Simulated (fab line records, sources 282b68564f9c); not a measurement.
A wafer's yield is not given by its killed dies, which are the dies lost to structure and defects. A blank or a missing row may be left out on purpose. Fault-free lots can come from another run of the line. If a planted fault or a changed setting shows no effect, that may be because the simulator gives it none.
A single fault, viewed from 2 desks || flow ritCmos || what lay behind the numbers comes last; until then each desk has only its own

== AT THE TOOL OWNER'S DESK: pvdSputter-02 ==
The tool's own readings at RIT_SILICIDE_SPUTTER_01 (material Ti, target thk 30 nm, time 240 s): means of the sampled wafers that have a number, for each lot that ran on this tool. A lot is out of limits, marked OUT, if its mean lies more than 4 standard deviations from the usual mean; the brackets give that distance.
Columns: A = throttleValvePct at RIT_SILICIDE_SPUTTER_01, usual 30.0 %
{"lot": "L998", "first seen here": "day 3 08:57", "A": 29.0}
{"lot": "L100", "first seen here": "day 3 18:03", "A": 29.5}
{"lot": "L102", "first seen here": "day 4 06:31", "A": 29.8}
{"lot": "L104", "first seen here": "day 4 17:55", "A": 30.4}
{"lot": "L106", "first seen here": "day 5 01:35", "A": 30.6}
{"lot": "L110", "first seen here": "day 5 20:02", "A": 29.9}
{"lot": "L112", "first seen here": "day 6 05:31", "A": 29.7}
This desk's verdict: no lot among the 7 shows anything out of limits.

== THE METROLOGY DESK ==
Lot by lot, what the gauges showed, no matter which tool ran the lot: averages of those sampled wafers that carry a number. A lot is out of limits, marked OUT, if its mean lies more than 4 standard deviations from the usual mean; the brackets give that distance.
Columns: A = SILICIDE_TI_RS at RIT_SILICIDE_RS_MEAS_02, usual 48.0 ohm/sq; B = SILICIDE_TI_THK at RIT_SILICIDE_THK_MEAS_03, usual 29.4 nm
{"lot": "L997", "first seen here": "day 3 01:42", "A": 47.4, "B": 29.5}
{"lot": "L998", "first seen here": "day 3 09:07", "A": 48.7, "B": 29.0}
{"lot": "L999", "first seen here": "day 3 13:38", "A": 48.9, "B": 28.8}
{"lot": "L100", "first seen here": "day 3 18:13", "A": 47.7, "B": 29.7}
{"lot": "L101", "first seen here": "day 3 23:34", "A": 48.2, "B": 29.2}
{"lot": "L102", "first seen here": "day 4 06:40", "A": 47.2, "B": 30.0}
{"lot": "L104", "first seen here": "day 4 18:05", "A": 47.7, "B": 29.8}
{"lot": "L105", "first seen here": "day 4 20:10", "A": 47.8, "B": 29.6}
{"lot": "L106", "first seen here": "day 5 01:47", "A": 47.5, "B": 29.5}
{"lot": "L107", "first seen here": "day 5 04:12", "A": 48.7, "B": 28.8}
{"lot": "L110", "first seen here": "day 5 20:15", "A": "54.9 (+8.7) OUT", "B": "27.5 (-4.3) OUT"}
{"lot": "L112", "first seen here": "day 6 05:40", "A": "56.0 (+10) OUT", "B": "26.6 (-6.1) OUT"}
{"lot": "L117", "first seen here": "day 7 10:01", "A": 47.9, "B": 29.6}
{"lot": "L119", "first seen here": "day 7 18:05", "A": 47.7, "B": 29.6}
This desk finds L110, L112 out of limits, with the earliest case on L110 at day 5 20:15 (SILICIDE_TI_RS at RIT_SILICIDE_RS_MEAS_02). Within limits: L997, L998, L999, L100, L101, L102, L104, L105, L106, L107, L117, L119.

== ALL TOGETHER ==
At day 5 20:15 the metrology desk could have sounded an alarm, on L110, L112.
The desk of the tool owner found nothing out of limits.
Tool owner's desk: L110, L112 on record, inside its limits.
RIT_SILICIDE_SPUTTER_01 was run on pvdSputter-02 by each of the lots named.

== WHAT THE SIMULATOR HAD INSERTED ==
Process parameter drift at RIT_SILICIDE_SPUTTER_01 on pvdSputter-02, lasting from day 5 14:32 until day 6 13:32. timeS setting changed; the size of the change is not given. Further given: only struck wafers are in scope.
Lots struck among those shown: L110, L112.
Time in hours between the start of the fault and the first out-of-limits reading at each desk: metrology desk, 6.
